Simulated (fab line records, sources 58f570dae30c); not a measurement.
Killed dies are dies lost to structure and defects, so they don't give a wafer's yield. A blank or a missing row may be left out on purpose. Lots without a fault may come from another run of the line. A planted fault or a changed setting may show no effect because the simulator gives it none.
One fault seen from 2 desks | flow berkeley_cmos170 | each desk has only its own numbers; what lay behind them comes last

THE METROLOGY DESK
What the gauges read, lot by lot, whatever tool the lot ran on: means of the sampled wafers that have a number. A lot is out of limits, marked OUT, if its mean lies more than 4 standard deviations from the usual mean; the brackets give that distance.
Columns: A = PVT_TW at UCB170_PVT_TW_MEAS_09, usual 506; B = cd_nm at UCB170_NSD_CD_MEAS_06, usual 1199.6 nm
lot  | first seen here | A   | B
L140 | day 6 04:25     | 503 | 1199.6
L141 | day 6 04:34     | 504 | 1199.0
L142 | day 6 05:08     | 505 | 1200.4
L143 | day 6 05:45     | 512 | 1200.5
L144 | day 6 05:55     | 505 | 1199.7
L145 | day 6 18:18     | 505 | 1197.9
L146 | day 6 23:16     | 512 | 1198.6
L153 | day 8 05:22     | 507 | 1246.2 (+42) OUT
L152 | day 8 06:40     | 503 | 1236.4 (+33) OUT
L155 | day 8 14:04     | 503 | 1202.0
L157 | day 9 10:26     | 504 | 1199.9
L159 | day 9 10:44     | 504 | 1199.2
This desk's finding: out of limits on L152, L153; first on L153, day 9 05:29 (cd_nm at UCB170_NSD_CD_MEAS_06). In limits: L140, L141, L142, L143, L144, L145, L146, L155, L157, L159.

THE TOOL OWNER'S DESK: krf_scanner-02
The tool's own readings at UCB170_NSD_EXPOSE_03 (exposes mask NSELECT MOD, target cd 1200 nm): means of the sampled wafers that have a number, for each lot that ran on this tool. A lot is out of limits, marked OUT, if its mean lies more than 4 standard deviations from the usual mean; the brackets give that distance.
Columns: A = exposure_dose_mJ_cm2 at UCB170_NSD_EXPOSE_03, usual 30.01
lot  | first seen here | A
L140 | day 7 02:03     | 30.02
L142 | day 7 03:05     | 30.02
L145 | day 7 15:16     | 29.96
L146 | day 7 22:29     | 29.98
L153 | day 9 05:04     | 38.78 (+99 or more) OUT
L152 | day 9 08:37     | 37.04 (+83) OUT
This desk's finding: out of limits on L152, L153; first on L153, day 9 05:04 (exposure_dose_mJ_cm2 at UCB170_NSD_EXPOSE_03). In limits: L140, L142, L145, L146.

PUT TOGETHER
The tool owner's desk could have raised an alarm at day 9 05:04, on L152, L153.
The metrology desk could have raised an alarm at day 9 05:29, on L152, L153.
Of the lots named, all ran UCB170_NSD_EXPOSE_03 on krf_scanner-02.

WHAT THE SIMULATOR HAD PUT IN
Process parameter drift: krf_scanner-02, from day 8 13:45 on, at UCB170_NSD_EXPOSE_03. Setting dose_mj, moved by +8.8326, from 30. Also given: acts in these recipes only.
Lots struck among those shown: L152, L153.
Hours from the fault's start to each desk's first reading out of limits: the tool owner's desk, 15; the metrology desk, 16.
